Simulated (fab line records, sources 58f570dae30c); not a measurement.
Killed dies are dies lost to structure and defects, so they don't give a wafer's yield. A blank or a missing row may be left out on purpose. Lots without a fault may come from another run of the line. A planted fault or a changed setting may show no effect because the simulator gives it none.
A struck lot beside a sound one | flow berkeley_cmos170 | 17 steps out of a route of 331
Sound: wafers L800.1, L800.3, L800.5. Struck: wafers L808.4, L808.5, L808.6. The cause comes at the end.
At each step with rows: each side's tool, then ch and its chambers, then its first start. Under that, the readings that differ: sound wafers | struck wafers | difference of the means | sigmas: that difference in standard deviations of wafers without a fault.
alike: readings whose means differ by less than 2 such deviations, and words and numbers that are the same on both sides. not compared: withheld readings, readings that some wafer has no value for, bounds like >300 that may hide the same value, and numbers for which the record gives no deviation and whose values overlap.
The two part at a step that has a row with sigmas, a row that says differs or no value, or rows on one side only. Numbers that don't overlap but have no deviation are shown without sigmas and don't part them. A reading that every wafer of one side lacks parts them only if that side has two wafers or more.

first, 1 step without rows for these wafers: UCB170_CONTACT_CLEAN_20 (cleans in SPM, time 600 s).
UCB170_M1_SPUTTER_00: material Al, target thk 600 nm, time 80 s.
  sound on pvd_sputter-04, day 7 13:35; struck on pvd_sputter-03, day 9 11:46
  alike: throttle_valve_pct
UCB170_M1_RS_MEAS_01: measures by four-point-probe.
  sound on film_metro-04, day 7 13:39; struck on film_metro-03, day 9 11:53
  alike: M1_AL_RS
UCB170_M1_THK_MEAS_02: measures by xrf.
  sound on film_metro-04, day 7 13:46; struck on film_metro-03, day 9 11:59
  alike: M1_AL_THK
then, 6 steps without rows for these wafers: UCB170_M1_COAT_03; UCB170_M1_COAT_04 (resist thk 900 nm); UCB170_M1_SOFTBAKE_05 (time 60 s); UCB170_M1_EXPOSE_06 (exposes mask METAL1, target cd 700 nm); UCB170_M1_PEB_07; UCB170_M1_DEVELOP_08 (develop time 45 s).
UCB170_M1_CD_MEAS_09: target cd 700 nm.
  sound on cd_sem-02, day 7 15:28; struck on cd_sem-01, day 9 13:26
  alike: cd_nm
UCB170_M1_OVL_MEAS_10:
  sound on overlay-02, day 7 15:35; struck on overlay-02, day 9 13:31
  alike: M1_OVL
UCB170_M1_ETCH_11: etches BARC in N2/H2.
  sound on rie_diel-04 ch 0,1,2, day 7 15:37; struck on rie_diel-04 ch 2,3, day 9 13:32
  no value came back on the struck wafers for any of 5 readings (bias_w (W), chamber_pressure_mTorr (mTorr) and others); on the sound wafers bias_w (W) reads 100.06 100.18 100.11
UCB170_M1_METAL_ETCH_12: etches Al in Cl2/BCl3, stops on PSG, target depth 780 nm, time 130 s.
  sound on rie_metal-04 ch 0,1, day 7 15:40; struck on rie_metal-03 ch 0,1, day 9 13:38
  reading                | sound             | struck            | difference | sigmas
  oes_product_au (a.u.)  | 0.864 0.836 0.840 | 0.366 0.366 0.374 | -0.478     | -37
  throttle_valve_pct (%) | 24.34 24.45 24.44 | 24.72 24.73 24.56 | +0.26      | +4
  alike: bcl3_flow_sccm, bias_w, drypump_motor_current_A
  not compared: rf_hours_counter_h
UCB170_M1_STRIP_13: strips in O2.
  sound on plasma_asher-01 ch 0,1, day 7 15:48; struck on plasma_asher-04 ch 0,1, day 9 13:45
  alike: drypump_motor_current_A, oes_product_au
  not compared: rf_hours_counter_h
UCB170_M1_CD_MEAS_90: target cd 700 nm.
  sound on cd_sem-02, day 7 15:54; struck on cd_sem-01, day 9 13:53
  reading    | sound             | struck | difference                    | sigmas
  cd_nm (nm) | 702.1 701.6 698.6 | - - -  | no value on the struck wafers |
then, 1 step without rows for these wafers: UCB170_M1_ANNEAL_14 (time 1200 s).

WHERE THEY PART
First at UCB170_M1_ETCH_11; last, within this record, at UCB170_M1_CD_MEAS_90.

WHY: what the simulator had put in
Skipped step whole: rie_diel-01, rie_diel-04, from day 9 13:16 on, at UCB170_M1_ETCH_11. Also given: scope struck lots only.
